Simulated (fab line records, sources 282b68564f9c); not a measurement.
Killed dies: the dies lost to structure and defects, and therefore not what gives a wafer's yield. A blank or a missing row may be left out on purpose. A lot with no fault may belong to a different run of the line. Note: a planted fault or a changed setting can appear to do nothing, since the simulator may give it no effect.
A struck lot beside a sound one | flow rit_cmos | 17 steps out of a route of 202
Sound: these wafers, L484.1, L484.2, L484.3. Struck: wafers L476.1, L476.5, L476.6. The cause is given at the end.
For every step that has rows: the tool of each side, followed by ch and its chambers, followed by its first start. Under that, the readings that differ: sound wafers | struck wafers | difference of the means | sigmas: that difference in standard deviations of wafers without a fault.
alike: a reading whose means differ by less than 2 such deviations, as well as words and numbers matching on both sides. not compared: withheld readings; readings where some wafer has no value; bounds like >300 that might hide an equal value; numbers whose values overlap and for which the record gives no deviation.
Wherever a step has rows on one side only, a row that says differs or no value, or a row with sigmas, the two part there. Numbers that have no deviation but don't overlap get no sigmas and don't part them. A reading missing from all wafers of one side parts the sides only when that side holds two or more wafers.

first, 1 step without rows for these wafers: RIT_PRETRO_DEVELOP_05 (develop time 68 s).
RIT_PRETRO_OVL_MEAS_06:
  sound on overlay-01, day 5 00:06; struck on overlay-01, day 3 07:32
  alike: PRETRO_OVL
then, 2 steps without rows for these wafers: RIT_PRETRO_HARDBAKE_07 (time 120 s); RIT_PRETRO_IMPLANT_08.
RIT_PRETRO_STRIP_09: strips in O2, time 180 s.
  sound on plasma_asher-01 ch 0,1, day 5 00:32; struck on plasma_asher-01 ch 0,1, day 3 07:59
  alike: o2_flow_sccm
  not compared: rf_hours_counter_h
RIT_PRETRO_TW_MEAS_10:
  sound on film_metro-02, day 5 00:43; struck on film_metro-04, day 3 08:09
  alike: PRETRO_TW
then, 5 steps without rows for these wafers: RIT_GATE_WET_ETCH_00 (etches SiO2 in BOE, target depth 56 nm, time 60 s); RIT_GATE_CLEAN_01 (cleans in SC1, time 600 s); RIT_GATE_CLEAN_02 (cleans in dHF, time 30 s); RIT_GATE_CLEAN_03 (cleans in SC2, time 600 s); RIT_GATE_CLEAN_04 (cleans in dHF, time 60 s).
RIT_FOX2_THK_MEAS_91:
  sound on film_metro-03, day 5 01:13; struck on film_metro-02, day 3 08:38
  alike: FIELD_OXIDE_LEFT_2_THK
RIT_GATE_OXIDATION_05: target thk 3 nm, ox time 270 s.
  sound on furnace-02 ch 0, day 5 01:17; struck on furnace-04 ch 0, day 3 08:41
  reading                                     | sound                | struck               | difference | sigmas
  spike_tc_centre_C (C)                       | 902.7 902.7 902.4    | 888.3 887.7 888.3    | -14.5      | -14
  spike_tc_load_C (C)                         | 925.7 925.9 926.0    | 908.8 910.0 910.0    | -16.3      | -13
  spike_tc_source_C (C)                       | 922.7 922.7 922.4    | 910.9 908.4 909.8    | -12.9      | -12
  tube_center_temp_C (C)                      | 899.92 900.04 899.99 | 885.87 886.02 886.03 | -14.01     | -99 or more
  tube_center_temp_C_max                      | 902.0 903.1 902.3    | 888.9 888.5 888.7    | -13.8      | -34
  model.SiO2_of_GATE_OXIDATION_05.thk_nm (nm) | 3.106 3.008 3.058    | 2.551 2.587 2.58     | -0.485     |
then, 1 step without rows for these wafers: RIT_GATE_ANNEAL_06 (time 600 s).
RIT_GATE_THK_MEAS_07:
  sound on film_metro-02, day 5 02:37; struck on film_metro-03, day 3 10:37
  reading             | sound          | struck         | difference | sigmas
  GATE_OXIDE_THK (nm) | 3.15 2.98 3.12 | 2.63 2.60 2.59 | -0.48      | -8
then, 1 step without rows for these wafers: RIT_GATE_CVD_08 (deposits poly-Si from SiH4, target thk 250 nm, time 2220 s).
RIT_M1_PROBE_99:
  sound on prober-02, day 6 01:28; struck on prober-02, day 4 09:31
  reading                             | sound             | struck            | difference | sigmas
  model.etest.pmos_0p3.r_on_ohm_um    | 6694 6400 6500    | 5642 5577 5531    | -948       |
  model.etest.pmos_turned.r_on_ohm_um | 3780 3659 3719    | 3381 3211 3168    | -466       |
  model.etest.pmos_0p15.r_on_ohm_um   | 3028 2955 2987    | 2686 2523 2540    | -407       |
  model.etest.nmos_0p3.r_on_ohm_um    | 2200 2148 2165    | 1990 1935 1933    | -218       |
  model.etest.nmos_0p15.drive_ua_um   | 449.3 453.1 444.6 | 516.7 536.2 535.1 | +80.3      |
  model.etest.nmos_0p15.r_on_ohm_um   | 1175 1162 1152    | 1091 1008 1018    | -124       |
  model.etest.nmos_narrow.drive_ua_um | 219.8 227.4 223.3 | 266.8 262.7 261.5 | +40.2      |
  model.etest.nmos_0p3.drive_ua_um    | 217.4 224.1 220.8 | 268.6 263.8 267.7 | +45.9      |
  alike: killed_at_front_end, killed_dies, killed_open, killed_short

== WHERE THEY PART ==
Earliest at RIT_GATE_OXIDATION_05; latest, in this record, at RIT_GATE_THK_MEAS_07. Later steps at which nothing parts them and some readings are alike: RIT_M1_PROBE_99.

WHY: what had been put in by the simulator
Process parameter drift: furnace-04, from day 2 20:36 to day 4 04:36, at RIT_GATE_OXIDATION_05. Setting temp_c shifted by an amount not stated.
